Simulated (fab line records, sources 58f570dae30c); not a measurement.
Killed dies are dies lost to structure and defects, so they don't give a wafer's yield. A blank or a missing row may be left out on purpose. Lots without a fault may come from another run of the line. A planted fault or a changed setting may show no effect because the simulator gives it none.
One fault seen from 2 desks | flow berkeley_cmos170 | each desk has only its own numbers; what lay behind them comes last

THE TOOL OWNER'S DESK: plasma_asher-02
The tool's own readings at UCB170_M1_STRIP_13 (strips in O2): means of the sampled wafers that have a number, for each lot that ran on this tool. A lot is out of limits, marked OUT, if its mean lies more than 4 standard deviations from the usual mean; the brackets give that distance.
Columns: A = chamber_pressure_mTorr at UCB170_M1_STRIP_13, usual 3500 mTorr; B = drypump_motor_current_A at UCB170_M1_STRIP_13, usual 5.48 A; C = oes_product_au at UCB170_M1_STRIP_13, usual 0.720 a.u.
lot  | first seen here | A    | B    | C
L903 | day 8 06:25     | 3496 | 5.51 | 0.716
L902 | day 8 06:55     | 3502 | 5.49 | 0.722
L904 | day 8 16:16     | 3500 | 5.48 | 0.718
L905 | day 9 03:58     | 3501 | 5.47 | 0.721
L906 | day 9 04:38     | 3501 | 5.46 | 0.722
L914 | day 11 10:22    | 3498 | 5.50 | 0.660 (-13) OUT
L915 | day 11 10:29    | 3500 | 5.48 | 0.665 (-12) OUT
This desk's finding: out of limits on L914, L915; first on L914, day 11 10:22 (oes_product_au at UCB170_M1_STRIP_13). In limits: L903, L902, L904, L905, L906.

THE METROLOGY DESK
What the gauges read, lot by lot, whatever tool the lot ran on: means of the sampled wafers that have a number. A lot is out of limits, marked OUT, if its mean lies more than 4 standard deviations from the usual mean; the brackets give that distance.
Columns: A = NSD_RS at UCB170_SDANNEAL_RS_MEAS_03, usual 37.29 ohm/sq
lot  | first seen here | A
L903 | day 7 21:49     | 37.48
L902 | day 7 22:24     | 37.38
L904 | day 8 08:46     | 37.19
L905 | day 8 20:41     | 37.35
L907 | day 8 20:54     | 37.25
L906 | day 8 20:55     | 37.26
L908 | day 9 10:49     | 37.23
L909 | day 9 10:59     | 37.35
L914 | day 10 20:54    | 37.27
L915 | day 10 21:03    | 37.20
L920 | day 12 00:53    | 37.38
L923 | day 12 06:21    | 37.37
L925 | day 12 14:16    | 37.30
This desk's finding: nothing out of limits on any of the 13 lots.

PUT TOGETHER
The tool owner's desk could have raised an alarm at day 11 10:22, on L914, L915.
The metrology desk saw nothing out of limits.
The metrology desk has L914, L915 on record, within its limits.
Of the lots named, all ran UCB170_M1_STRIP_13 on plasma_asher-02.

WHAT THE SIMULATOR HAD PUT IN
Process parameter drift: plasma_asher-02, from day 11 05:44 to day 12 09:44, at UCB170_M1_STRIP_13. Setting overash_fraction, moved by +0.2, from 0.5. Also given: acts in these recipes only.
Lots struck among those shown: L914, L915.
Hours from the fault's start to each desk's first reading out of limits: the tool owner's desk, 5.
